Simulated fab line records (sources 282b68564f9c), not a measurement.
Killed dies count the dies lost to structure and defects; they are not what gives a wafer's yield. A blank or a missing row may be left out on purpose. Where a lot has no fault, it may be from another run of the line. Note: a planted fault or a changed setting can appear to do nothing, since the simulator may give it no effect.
Check of tool commonality    flow ritCmos    13 lots, 39 wafers sampled

## REASON FOR OPENING
At RIT_ACTIVE_THK_MEAS_04 the reading ACTIVE_NITRIDE_THK is flagged on 1 of 13 lots. Wafers without a fault read 149.9 nm, standard deviation 1.2.
Rule: a lot is flagged in two cases, either no wafer of it has a number, or all its wafers with numbers fall more than 4 standard deviations from that mean. The rest of the lots are taken to be sound.

lot   measured     on            ACTIVE_NITRIDE_THK (nm), wafer by wafer  flag
L435  day 1 13:32  filmMetro-01  151.9 151.6 150.6                        
L436  day 1 18:32  filmMetro-03  147.9 148.0 149.0                        
L441  day 2 20:16  filmMetro-04  150.8 151.0 150.0                        
L442  day 3 01:16  filmMetro-03  150.4 149.4 149.4                        
L444  day 3 10:33  filmMetro-01  149.0 150.2 149.3                        
L445  day 3 15:32  filmMetro-01  149.1 147.9 147.6                        
L446  day 3 20:32  filmMetro-04  151.1 152.2 152.2                        
L447  day 4 02:15  filmMetro-03  150.7 152.0 152.6                        
L451  day 4 21:49  filmMetro-04  150.9 152.0 150.8                        
L452  day 5 02:32  filmMetro-01  119.8 119.9 119.7                        FLAGGED
L454  day 5 12:32  filmMetro-01  149.4 148.6 149.5                        
L456  day 5 22:32  filmMetro-01  149.5 149.6 150.4                        
L458  day 6 08:53  filmMetro-01  149.8 150.5 150.8                        
The mean of the flagged lots' numbers is 119.8 nm, -30.1 nm from the usual (-25 standard deviations).

## TOOL THAT RAN EACH LOT
The record keeps 1 process step preceding the reading, out of 202 steps on the route. Each cell gives the tool, then ch followed by the chambers the sampled wafers passed through, then the start.
lot   flag     RIT_ACTIVE_CVD_03
L435           lpcvd-02 ch 0, day 1 12:07
L436           lpcvd-01 ch 1, day 1 17:07
L441           lpcvd-01 ch 1, day 2 18:07
L442           lpcvd-02 ch 1, day 2 23:07
L444           lpcvd-02 ch 1, day 3 09:07
L445           lpcvd-02 ch 0, day 3 14:07
L446           lpcvd-02 ch 0, day 3 19:07
L447           lpcvd-01 ch 0, day 4 00:07
L451           lpcvd-01 ch 0, day 4 20:24
L452  FLAGGED  lpcvd-02 ch 1, day 5 01:07
L454           lpcvd-01 ch 1, day 5 11:07
L456           lpcvd-01 ch 1, day 5 21:07
L458           lpcvd-01 ch 1, day 6 07:26
These steps, and what they do:
- RIT_ACTIVE_CVD_03: deposits Si3N4 from SiH2Cl2/NH3, target thk 150 nm, time 1500 s.
- RIT_ACTIVE_THK_MEAS_04

## FLAGGED AGAINST TOTAL, ONE TOOL AT A TIME (gauges that did the reading follow at the end)
step                    tool          lots run  flagged  share of the flagged lots  sound lots run after its first flagged lot
RIT_ACTIVE_CVD_03       lpcvd-01      7         0        none                       -
RIT_ACTIVE_CVD_03       lpcvd-02      6         1        all                        0
RIT_ACTIVE_THK_MEAS_04  filmMetro-01  7         1        all                        3 (L454,L456,L458)
RIT_ACTIVE_THK_MEAS_04  filmMetro-03  3         0        none                       -
RIT_ACTIVE_THK_MEAS_04  filmMetro-04  3         0        none                       -

## WHAT IS ALLOWED BY THE TABLE
2 rows of the table ran every flagged lot: lpcvd-02 at RIT_ACTIVE_CVD_03, filmMetro-01 at RIT_ACTIVE_THK_MEAS_04.
- lpcvd-02 at RIT_ACTIVE_CVD_03: 1 of its 6 lots flagged. It ran its last sound lot, L446, at day 3 19:07 and its first flagged lot, L452, at day 5 01:07: a fault with its onset between the two fits.
- filmMetro-01 at RIT_ACTIVE_THK_MEAS_04: 1 of its 7 lots flagged. Sound lots followed the first flagged one (L454, L456, L458) on it, something a lasting fault affecting the whole tool could not allow.
What remains is a single tool, lpcvd-02 at RIT_ACTIVE_CVD_03.

## WHAT THE SIMULATOR PUT IN
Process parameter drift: lpcvd-02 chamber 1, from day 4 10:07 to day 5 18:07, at RIT_ACTIVE_CVD_03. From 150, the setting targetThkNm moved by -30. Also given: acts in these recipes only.
Lots struck among those shown: L452. This agrees with what the rule above found.
